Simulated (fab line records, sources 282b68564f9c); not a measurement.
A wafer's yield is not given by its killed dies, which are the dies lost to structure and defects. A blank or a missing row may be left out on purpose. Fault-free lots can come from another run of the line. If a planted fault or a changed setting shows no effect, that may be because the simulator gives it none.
Which of the tools did it?    flow rit cmos    14 lots with 42 wafers sampled at 4 steps, on a route of 202 steps

WHAT EACH GAUGE READ, for each wafer
RIT_PWELL_TW_MEAS_10. Usual: PWELL_TW typically reads 960, with standard deviation 4.2.
lot   measured     on             PWELL_TW     flag
L910  day 1 23:39  film metro-04  955 958 962  
L913  day 2 13:22  film metro-03  963 958 959  
L918  day 3 14:47  film metro-04  966 961 961  
L922  day 4 11:51  film metro-01  961 961 959  
L923  day 4 16:50  film metro-03  958 956 957  
L924  day 4 20:22  film metro-04  959 962 960  
L925  day 5 01:24  film metro-03  960 965 961  
L926  day 5 07:23  film metro-04  962 961 966  
L927  day 5 13:48  film metro-03  959 953 966  
L928  day 5 18:59  film metro-04  962 964 961  
L929  day 5 22:02  film metro-04  968 965 959  
L930  day 6 02:41  film metro-04  961 963 959  
L931  day 6 07:33  film metro-04  960 954 961  
L933  day 6 18:50  film metro-04  963 960 961  

RIT_NRETRO_OVL_MEAS_06. Usual: NRETRO_OVL typically reads 1.9 nm, with standard deviation 1.3.
lot   measured     on          NRETRO_OVL (nm)  flag
L910  day 2 06:02  overlay-02  1.0 1.5 2.4      
L913  day 2 19:40  overlay-01  2.5 1.9 3.7      
L918  day 3 21:23  overlay-02  2.5 0.1 0.8      
L922  day 4 18:07  overlay-02  1.7 -0.2 2.9     
L923  day 4 23:29  overlay-02  5.2 2.5 4.5      
L924  day 5 02:45  overlay-01  2.7 1.0 2.3      
L925  day 5 07:40  overlay-01  3.0 3.2 3.1      
L926  day 5 13:38  overlay-02  1.5 3.5 2.6      
L927  day 5 21:13  overlay-01  1.0 -1.1 2.5     
L928  day 6 01:22  overlay-01  2.6 3.8 3.1      
L929  day 6 04:36  overlay-01  3.0 3.3 2.9      
L930  day 6 09:05  overlay-01  0.1 1.8 1.9      
L931  day 6 14:10  overlay-01  3.1 2.7 1.5      
L933  day 7 01:13  overlay-01  0.8 1.6 2.3      

RIT_REOX_THK_MEAS_04. Usual: REOX_OXIDE_THK typically reads 25.1 nm, with standard deviation 0.47.
lot   measured     on             REOX_OXIDE_THK (nm)  flag
L910  day 2 16:57  film metro-04  25.1 25.2 24.7       
L913  day 8 06:22  film metro-03  25.2 25.2 24.8       
L918  day 9 08:44  film metro-03  25.2 25.0 25.1       
L922  day 5 05:48  film metro-03  26.0 26.0 26.1       
L923  day 5 15:05  film metro-01  25.0 25.2 25.4       
L924  day 5 14:56  film metro-03  25.3 25.2 24.9       
L925  day 5 18:37  film metro-03  25.5 26.1 25.7       
L926  day 6 00:03  film metro-04  24.4 25.0 24.5       
L927  day 6 07:29  film metro-03  24.4 24.7 24.8       
L928  day 6 11:51  film metro-03  24.6 24.9 24.6       
L929  day 6 14:52  film metro-04  25.2 25.1 25.3       
L930  day 6 20:56  film metro-03  24.5 24.8 24.6       
L931  day 7 00:47  film metro-03  25.2 25.0 25.3       
L933  day 7 12:56  film metro-04  25.3 25.4 25.3       

WHAT TOOL EACH LOT RAN ON (gives the tool, then ch and the chambers of the sampled wafers, and finally the start)
lot   RIT_GATE_OXIDATION_05
L910  furnace-02 ch 0, day 2 08:49
L913  furnace-02 ch 0, day 7 22:32
L918  furnace-02 ch 0, day 9 00:13
L922  furnace-03 ch 0, day 4 21:19
L923  furnace-03 ch 0, day 5 05:47
L924  furnace-03 ch 0, day 5 05:47
L925  furnace-01 ch 0, day 5 11:03
L926  furnace-02 ch 0, day 5 16:22
L927  furnace-03 ch 0, day 5 23:56
L928  furnace-02 ch 0, day 6 04:10
L929  furnace-02 ch 0, day 6 07:18
L930  furnace-01 ch 0, day 6 11:58
L931  furnace-01 ch 0, day 6 16:53
L933  furnace-01 ch 0, day 7 04:16
- RIT_GATE_OXIDATION_05: target thk 3 nm, ox time 270 s.

AS READ BY THE TOOLS THEMSELVES (means over the sampled wafers that have a number; for cases with no such wafer, the mark the record gives instead)
RIT_GATE_OXIDATION_05. Usual: ox temp c 900.0 C, standard deviation 0.39; zone power source pct 28 %, standard deviation 4.1.
lot   tool        ox temp c (C)  zone power source pct (%)  flag
L910  furnace-02  900.1          25                         
L913  furnace-02  900.0          25                         
L918  furnace-02  900.4          25                         
L922  furnace-03  900.4          33                         
L923  furnace-03  900.1          34                         
L924  furnace-03  899.8          34                         
L925  furnace-01  899.9          25                         
L926  furnace-02  900.1          25                         
L927  furnace-03  900.1          33                         
L928  furnace-02  899.8          25                         
L929  furnace-02  900.1          25                         
L930  furnace-01  900.0          25                         
L931  furnace-01  900.2          25                         
L933  furnace-01  900.1          25                         

THE ANSWER, worked out from the rows above alone
Rule: a lot counts as off when the mean over its wafers that have a number is more than 3 standard deviations away from the usual mean. A lot without any number at a reading at which 4 lots or more have one is off too. All remaining lots with rows at the step are treated as sound. The gauges are gone through in route order, then the tools' own readings, and for those a lot's mean is taken as printed above. The first step at which some lot is off is used, and at that step the reading that is off furthest; a lot without a number counts as furthest.
None of the lots is off at any reading shown; this tells nothing.

WHAT HAD BEEN PUT IN BY THE SIMULATOR
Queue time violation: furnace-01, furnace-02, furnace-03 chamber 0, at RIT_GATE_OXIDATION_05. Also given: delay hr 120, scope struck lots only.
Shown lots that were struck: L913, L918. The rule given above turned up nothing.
